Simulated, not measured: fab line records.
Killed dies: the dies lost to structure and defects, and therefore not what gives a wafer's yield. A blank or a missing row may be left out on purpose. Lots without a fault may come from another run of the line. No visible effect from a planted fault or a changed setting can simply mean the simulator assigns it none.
fab line records + flow ritCmos
[record]
- lots = 14
- wafers = 42
- lastDay = 8
route steps=202 shown NRETRO@61 M1@202
lots with no fault: from the same line, run without faults
startH: start of the lot's first displayed wafer, in hours after the record's first day + waitH: how many hours have passed since the lot's step before this one + " same as the row above + L1.1+2: a single row standing in for several wafers + - value missing, or start not given + * or withheld: withheld + < > ~ a bound
route shown NAME@n: a module of which the file shows steps, and the number in the route of the first + usual: average and standard deviation across the fault-free wafers + same: alike in all rows + chamber/n: place in a boat + sites: each site's reading + _std_site: standard deviation across them + _edge_site: inner sites' mean taken away from outer sites' mean + radiusMm: for every site, how far away it sits from the centre of the wafer + mask NAME#n: copy n + behind: the most recent tool/chamber to have shaped the wafer + hold: reason for holding the lot/hours on hold/outcome of the hold + device: whichever transistor did not switch (one of n, p or np) + end of line: tests of these same wafers at the route's end + a step without rows: its recipe alone + killed: the dies lost at the first sort to structure and to defects; this is not the yield of the wafer + map: a wafer's dies, x killed, . not, _ none there
set.NAME: setting as actually run; set.NAME@STEP: the setting as run at that earlier step + model.NAME: the simulator's own value behind a step, which no gauge read
a sample of lots followed through the steps of the route, with each step as a table and each wafer as a row
services: when a tool's chamber went out of use (startH, in hours from the record's first day, below 0 if earlier), for how many hours, and the reason
[[steps]]
[step RIT_NRETRO_IMPLANT_08]
[recipe]
- species = P
- energyKev = 70
- doseCm2 = 1e+13
- tiltDeg = 7
[usual]
- beamEnergyKeV = 70.004/0.022
- doseIonsCm2 = 1.0002e+13/1.1e+10
- faradayCurrentUA = 31.8/0.65
| lot.wafer | tool         | chamber | startH | waitH | beamEnergyKeV | doseIonsCm2 | faradayCurrentUA |
|-----------|--------------|---------|--------|-------|---------------|-------------|------------------|
| L146.1    | implanter-01 | 0       | 32.41  | 0.2   | 69.943        | 1.0004e+13  | 30.9             |
| L146.2    | "            | 0       | "      | "     | 69.979        | 1.0014e+13  | 31.9             |
| L146.4    | "            | 0       | "      | "     | 70.012        | 1.0013e+13  | 32.5             |
| L147.2    | implanter-03 | 0       | 35.83  | 0.2   | 70.034        | 1.0011e+13  | 30.3             |
| L147.4    | "            | 0       | "      | "     | 69.978        | 1.0015e+13  | 32.3             |
| L147.6    | "            | 0       | "      | "     | 70.013        | 1.0008e+13  | 32.0             |
| L149.1    | implanter-02 | 0       | 46.41  | 0.2   | 70.003        | 1e+13       | 31.8             |
| L149.4    | "            | 0       | "      | "     | 70.016        | 1.0009e+13  | 32.0             |
| L149.6    | "            | 0       | "      | "     | 70.021        | 9.993e+12   | 31.6             |
| L151.4    | implanter-03 | 0       | 58.42  | 0.2   | 69.994        | 1.0009e+13  | 30.4             |
| L151.5    | "            | 0       | "      | "     | 70.045        | 1.0002e+13  | 32.5             |
| L151.6    | "            | 0       | "      | "     | 69.993        | 9.994e+12   | 32.0             |
| L152.1    | implanter-03 | 0       | 63.43  | 0.2   | 70.003        | 1.0009e+13  | 31.6             |
| L152.3    | "            | 0       | "      | "     | 70.008        | 1.0015e+13  | 31.6             |
| L152.5    | "            | 0       | "      | "     | 69.990        | 1.0009e+13  | 31.8             |
| L158.3    | implanter-01 | 0       | 93.73  | 0.2   | 70.004        | 1.0003e+13  | 33.0             |
| L158.5    | "            | 0       | "      | "     | 70.007        | 9.995e+12   | 32.5             |
| L158.6    | "            | 0       | "      | "     | 69.990        | 9.997e+12   | 31.4             |
| L159.1    | implanter-03 | 0       | 98.59  | 0.2   | 70.036        | 1.6958e+13  | 55.5             |
| L159.3    | "            | 0       | "      | "     | 69.990        | 1.6951e+13  | 54.5             |
| L159.6    | "            | 0       | "      | "     | 70.009        | 1.6963e+13  | 53.7             |
| L160.2    | implanter-03 | 0       | 103.91 | 0.2   | 70.000        | 1.695e+13   | 52.0             |
| L160.3    | "            | 0       | "      | "     | 69.970        | 1.6954e+13  | 54.4             |
| L160.4    | "            | 0       | "      | "     | 69.992        | 1.6962e+13  | 53.3             |
| L161.1    | implanter-01 | 0       | 107.68 | 0.2   | 70.023        | 1.0004e+13  | 30.8             |
| L161.2    | "            | 0       | "      | "     | 70.012        | 1.0016e+13  | 32.5             |
| L161.4    | "            | 0       | "      | "     | 70.020        | 1.0005e+13  | 31.5             |
| L165.1    | implanter-01 | 0       | 125.89 | 0.2   | 69.995        | 1.0005e+13  | 31.4             |
| L165.3    | "            | 0       | "      | "     | 69.988        | 1.0005e+13  | 31.7             |
| L165.5    | "            | 0       | "      | "     | 70.006        | 9.989e+12   | 30.4             |
| L166.3    | implanter-02 | 0       | 136.45 | 0.2   | 70.004        | 9.989e+12   | 31.2             |
| L166.5    | "            | 0       | "      | "     | 69.991        | 1.0015e+13  | 31.7             |
| L166.6    | "            | 0       | "      | "     | 69.990        | 1.0013e+13  | 32.4             |
| L167.1    | implanter-01 | 0       | 137.15 | 0.2   | 70.003        | 1e+13       | 32.1             |
| L167.5    | "            | 0       | "      | "     | 69.961        | 1.0007e+13  | 32.6             |
| L167.6    | "            | 0       | "      | "     | 69.992        | 1.0012e+13  | 32.6             |
| L168.1    | implanter-02 | 0       | 141.65 | 0.2   | 70.031        | 9.983e+12   | 31.3             |
| L168.3    | "            | 0       | "      | "     | 70.051        | 1.0005e+13  | 31.5             |
| L168.6    | "            | 0       | "      | "     | 70.019        | 9.981e+12   | 31.9             |
| L169.1    | implanter-01 | 0       | 148.23 | 0.2   | 70.050        | 1.0028e+13  | 31.8             |
| L169.2    | "            | 0       | "      | "     | 70.000        | 1.0016e+13  | 32.7             |
| L169.3    | "            | 0       | "      | "     | 70.007        | 1.0006e+13  | 30.4             |
[step RIT_NRETRO_TW_MEAS_10]
[usual]
- NRETRO_TW = 1052/8
| lot.wafer | tool         | chamber | startH | waitH | NRETRO_TW |
|-----------|--------------|---------|--------|-------|-----------|
| L146.1    | filmMetro-01 | -       | 32.74  | 0.1   | 1046      |
| L146.2    | "            | -       | "      | "     | 1045      |
| L146.4    | "            | -       | "      | "     | 1048      |
| L147.2    | filmMetro-01 | -       | 36.14  | 0.1   | 1050      |
| L147.4    | "            | -       | "      | "     | 1048      |
| L147.6    | "            | -       | "      | "     | 1050      |
| L149.1    | filmMetro-01 | -       | 46.74  | 0.1   | 1048      |
| L149.4    | "            | -       | "      | "     | 1046      |
| L149.6    | "            | -       | "      | "     | 1048      |
| L151.4    | filmMetro-03 | -       | 58.70  | 0.1   | 1043      |
| L151.5    | "            | -       | "      | "     | 1047      |
| L151.6    | "            | -       | "      | "     | 1046      |
| L152.1    | filmMetro-03 | -       | 63.75  | 0.1   | 1050      |
| L152.3    | "            | -       | "      | "     | 1043      |
| L152.5    | "            | -       | "      | "     | 1037      |
| L158.3    | filmMetro-04 | -       | 94.02  | 0.1   | 1049      |
| L158.5    | "            | -       | "      | "     | 1047      |
| L158.6    | "            | -       | "      | "     | 1054      |
| L159.1    | filmMetro-01 | -       | 98.91  | 0.1   | 1257      |
| L159.3    | "            | -       | "      | "     | 1251      |
| L159.6    | "            | -       | "      | "     | 1253      |
| L160.2    | filmMetro-04 | -       | 104.22 | 0.1   | 1262      |
| L160.3    | "            | -       | "      | "     | 1249      |
| L160.4    | "            | -       | "      | "     | 1252      |
| L161.1    | filmMetro-04 | -       | 108.00 | 0.1   | 1068      |
| L161.2    | "            | -       | "      | "     | 1062      |
| L161.4    | "            | -       | "      | "     | 1068      |
| L165.1    | filmMetro-03 | -       | 126.21 | 0.1   | 1055      |
| L165.3    | "            | -       | "      | "     | 1060      |
| L165.5    | "            | -       | "      | "     | 1053      |
| L166.3    | filmMetro-04 | -       | 136.75 | 0.1   | 1056      |
| L166.5    | "            | -       | "      | "     | 1067      |
| L166.6    | "            | -       | "      | "     | 1064      |
| L167.1    | filmMetro-03 | -       | 137.48 | 0.1   | 1054      |
| L167.5    | "            | -       | "      | "     | 1058      |
| L167.6    | "            | -       | "      | "     | 1055      |
| L168.1    | filmMetro-01 | -       | 141.98 | 0.1   | 1051      |
| L168.3    | "            | -       | "      | "     | 1049      |
| L168.6    | "            | -       | "      | "     | 1047      |
| L169.1    | filmMetro-04 | -       | 148.55 | 0.1   | 1066      |
| L169.2    | "            | -       | "      | "     | 1061      |
| L169.3    | "            | -       | "      | "     | 1065      |
[step RIT_M1_PROBE_99]
[usual]
- killedAtFrontEnd = 7/3
- killedDies = 7/3
- killedOpen = 3.3/1.8
- killedShort = 3.3/2.2
[same]
- grossDies = 264
- killed_at_M0_to_M3 = 0
- killed_at_M4_up = 0
- killedAtBackSide = 0
- killedAtContacts = 0
- killedAtOther = 0
| lot.wafer | tool      | chamber | startH | waitH | killedAtFrontEnd | killedDies | killedOpen | killedShort |
|-----------|-----------|---------|--------|-------|------------------|------------|------------|-------------|
| L159.1    | prober-01 | -       | 129.93 | 0.1   | 7                | 7          | 1          | 6           |
| L159.3    | prober-01 | -       | 130.03 | 0.2   | 7                | 7          | 5          | 2           |
| L159.6    | prober-01 | -       | 130.18 | 0.2   | 10               | 10         | 2          | 8           |
| L160.2    | prober-02 | -       | 134.74 | 0.1   | 11               | 11         | 6          | 5           |
| L160.3    | prober-02 | -       | 134.79 | 0.2   | 4                | 4          | 1          | 3           |
| L160.4    | prober-02 | -       | 134.84 | 0.2   | 13               | 13         | 6          | 7           |
| L165.1    | prober-01 | -       | 155.61 | 0.1   | 7                | 7          | 4          | 3           |
| L165.3    | prober-01 | -       | 155.71 | 0.2   | 7                | 7          | 1          | 6           |
| L165.5    | prober-01 | -       | 155.81 | 0.2   | 4                | 4          | 2          | 2           |
// killed by level:class
L159.1 GATE:geometricParticle:short=4 FOX1:geometricParticle:short=1 REOX:geometricParticle:open=1 REOX:geometricParticle:short=1
L159.3 GATE:geometricParticle:open=2 FOX1:geometricParticle:open=1 FOX2:geometricParticle:short=1 GATE:geometricParticle:short=1 SPACER:geometricParticle:open=1 SILICIDE:geometricParticle:open=1
L159.6 GATE:geometricParticle:short=6 GATE:geometricParticle:open=2 FOX1:geometricParticle:short=1 SPACER:geometricParticle:short=1
L160.2 GATE:geometricParticle:open=4 GATE:geometricParticle:short=3 FOX1:geometricParticle:open=2 REOX:geometricParticle:short=1 SILICIDE:geometricParticle:short=1
L160.3 FOX1:geometricParticle:short=1 FOX2:geometricParticle:short=1 SPACER:geometricParticle:short=1 SILICIDE:geometricParticle:open=1
L160.4 GATE:geometricParticle:short=3 FOX1:geometricParticle:open=2 FOX1:geometricParticle:short=2 GATE:geometricParticle:open=2 REOX:geometricParticle:short=1 REOX:geometricParticle:open=1 SILICIDE:geometricParticle:short=1 SILICIDE:geometricParticle:open=1
L165.1 GATE:geometricParticle:short=3 GATE:geometricParticle:open=2 FOX1:geometricParticle:open=1 SPACER:geometricParticle:open=1
L165.3 GATE:geometricParticle:short=3 SILICIDE:geometricParticle:short=2 FOX2:geometricParticle:open=1 SPACER:geometricParticle:short=1
L165.5 REOX:geometricParticle:short=2 REOX:geometricParticle:open=2
[[services]]
| tool         | chamber | startH | hours | kind   |
|--------------|---------|--------|-------|--------|
| implanter-03 | -       | 18.40  | 1.7   | repair |
| implanter-03 | -       | 46.58  | 2.2   | pm     |
| implanter-01 | -       | 52.60  | 4.1   | repair |
| implanter-02 | -       | 57.27  | 1.4   | repair |
| implanter-02 | -       | 61.55  | 3.8   | repair |
| implanter-03 | -       | 89.53  | 3.3   | repair |
| implanter-01 | -       | 103.66 | 2.6   | repair |
| implanter-03 | -       | 106.42 | 7.0   | repair |
| implanter-02 | -       | 110.98 | 1.2   | repair |
[[key]]
[firstSign]
- step = RIT_NRETRO_IMPLANT_08
- reading = doseIonsCm2
- direction = up
- sigmas = 99+
- usual = 1.0002e+13
- struck = 1.6957e+13
[effect]
- step = RIT_NRETRO_IMPLANT_08
- reading = faradayCurrentUA
- direction = up
- sigmas = 34
- usual = 31.8
- struck = 53.9
[effect]
- step = RIT_NRETRO_TW_MEAS_10
- reading = NRETRO_TW
- direction = up
- sigmas = 25
- usual = 1052
- struck = 1254
metAt RIT_NRETRO_IMPLANT_08
struckLots L159,L160
testerLeftOut L159,L160
onsetBetween 63.43 98.59
[fault]
- kind = processParameterDrift
- tool = implanter-03
- chamber = -
- onsetH = 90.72
- steps = RIT_NRETRO_IMPLANT_08
- channel = doseCm2
- offset = 6.9546e+12
- shape = step
- endH = 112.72
- actsIn = theseRecipesOnly
- stated = 1e+13
// testerLeftOut: of these lots the tester's yield and bins aren't shown, on N5 and GAA mostly nor the transistor test; their killed dies are dies lost to structure and defects alone, not to doping, threshold or leakage, so they don't give the yield
